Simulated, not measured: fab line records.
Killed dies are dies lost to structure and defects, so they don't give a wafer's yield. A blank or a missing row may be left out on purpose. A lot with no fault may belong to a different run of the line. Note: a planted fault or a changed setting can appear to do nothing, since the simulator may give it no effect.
Which tool did it? -- flow rit cmos -- 42 wafers from 14 lots sampled at 3 of the route's 202 steps

== WHAT EACH GAUGE READ, for each wafer ==
RIT_NLDD_TW_MEAS_10. Usual: NLDD_TW typically reads 2498, with standard deviation 29.
lot,measured,on,NLDD_TW,flag
L838,day 3 00:14,film metro-01,2486 2482 2485,
L839,day 3 05:41,film metro-02,2541 2535 2534,
L840,day 3 13:17,film metro-02,2530 2535 2527,
L841,day 3 17:38,film metro-03,2487 2493 2469,
L842,day 3 22:29,film metro-01,2466 2487 2485,
L847,day 4 19:11,film metro-03,2656 2642 2650,OFF
L848,day 4 21:02,film metro-01,2672 2674 2675,OFF
L850,day 5 07:13,film metro-01,2502 2491 2491,
L851,day 5 12:35,film metro-01,2493 2490 2491,
L855,day 6 08:05,film metro-02,2539 2535 2538,
L858,day 6 22:46,film metro-02,2530 2533 2542,
L859,day 7 01:59,film metro-02,2538 2534 2543,
L860,day 7 07:49,film metro-03,2476 2482 2476,
L861,day 7 12:29,film metro-01,2496 2507 2495,

RIT_SDANNEAL_RS_MEAS_07: a four-point-probe measurement. Usual: NLDD_RS typically reads 151.6 ohm/sq, with standard deviation 0.53.
lot,measured,on,NLDD_RS (ohm/sq),flag
L838,day 3 08:06,film metro-01,150.3 150.6 150.6,
L839,day 3 13:57,film metro-01,151.8 151.9 152.3,
L840,day 3 21:29,film metro-02,151.4 151.4 151.5,
L841,day 4 02:14,film metro-03,150.3 151.1 151.0,
L842,day 4 07:00,film metro-02,152.0 151.7 152.1,
L847,day 5 03:22,film metro-03,147.3 147.7 147.6,OFF
L848,day 5 04:50,film metro-01,146.7 146.6 146.3,OFF
L850,day 5 15:14,film metro-03,152.5 152.3 152.6,
L851,day 5 20:34,film metro-01,151.9 152.5 152.4,
L855,day 6 15:51,film metro-01,151.1 151.5 151.3,
L858,day 7 06:23,film metro-01,151.7 151.2 151.4,
L859,day 7 09:59,film metro-02,151.6 151.6 151.6,
L860,day 7 15:43,film metro-03,151.0 151.5 151.6,
L861,day 7 20:38,film metro-02,151.2 150.9 151.5,

== WHICH TOOL RAN EACH LOT (tool, then ch and the chambers of the sampled wafers, then the start) ==
lot,RIT_NLDD_IMPLANT_08
L838,"implanter-03 ch 0, day 2 23:55"
L839,"implanter-03 ch 0, day 3 05:24"
L840,"implanter-02 ch 0, day 3 12:57"
L841,"implanter-03 ch 0, day 3 17:20"
L842,"implanter-02 ch 0, day 3 22:09"
L847,"implanter-02 ch 0, day 4 18:52"
L848,"implanter-02 ch 0, day 4 20:44"
L850,"implanter-03 ch 0, day 5 06:54"
L851,"implanter-04 ch 0, day 5 12:16"
L855,"implanter-04 ch 0, day 6 07:48"
L858,"implanter-03 ch 0, day 6 22:26"
L859,"implanter-03 ch 0, day 7 01:39"
L860,"implanter-03 ch 0, day 7 07:31"
L861,"implanter-04 ch 0, day 7 12:10"
- RIT_NLDD_IMPLANT_08

== WHAT THE TOOLS THEMSELVES READ (means of the sampled wafers that have a number; where no wafer has one, the mark that the record gives instead) ==
RIT_NLDD_IMPLANT_08. Usual: 20.000 for beam energy keV, sd 0.006.
lot,tool,beam energy keV,flag
L838,implanter-03,20.003,
L839,implanter-03,19.992,
L840,implanter-02,19.994,
L841,implanter-03,20.001,
L842,implanter-02,20.001,
L847,implanter-02,26.005,OFF
L848,implanter-02,25.998,OFF
L850,implanter-03,19.999,
L851,implanter-04,20.003,
L855,implanter-04,20.002,
L858,implanter-03,20.004,
L859,implanter-03,20.002,
L860,implanter-03,19.996,
L861,implanter-04,20.005,

== THE ANSWER, worked out from the rows above alone ==
Rule: a lot counts as off when the mean over its wafers that have a number is more than 3 standard deviations away from the usual mean. Also off: a lot with no number at a reading for which 4 or more lots have one. Where the step has rows for the other lots, those lots are counted as sound. Order of review: gauges by route order, followed by the tools' own readings, for which a lot's mean as printed above is used. At the first step where some lot is off, the reading lying furthest off is the one used; lots without a number count as furthest.
Off: L847, L848, at RIT_NLDD_TW_MEAS_10 (NLDD_TW).
A tool fits if, at a process step before that reading, it ran every lot that is off, and no sound lot after the first of them. The gauges at RIT_NLDD_TW_MEAS_10 aren't tried: what is off there is off at RIT_NLDD_IMPLANT_08 too, on other tools, and a gauge's error can't cause that. One candidate fits, namely implanter-02 at RIT_NLDD_IMPLANT_08. A fault onset in the window from L842 (day 3 22:09, its last sound lot) to L847 (day 4 18:52, its first lot off) fits.
On the lots that are off, the tool's own readings at RIT_NLDD_IMPLANT_08 differ by more than 5 times the standard deviation of the sound lots' means, which bears it out; beam energy keV reads 26.002 there versus 20.000 on the sound lots.

== WHAT WAS PUT IN BY THE SIMULATOR ==
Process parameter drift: implanter-02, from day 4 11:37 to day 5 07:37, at RIT_NLDD_IMPLANT_08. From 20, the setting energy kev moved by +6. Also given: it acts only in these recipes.
Lots struck among those shown: L847, L848. The same result came from the rule above.
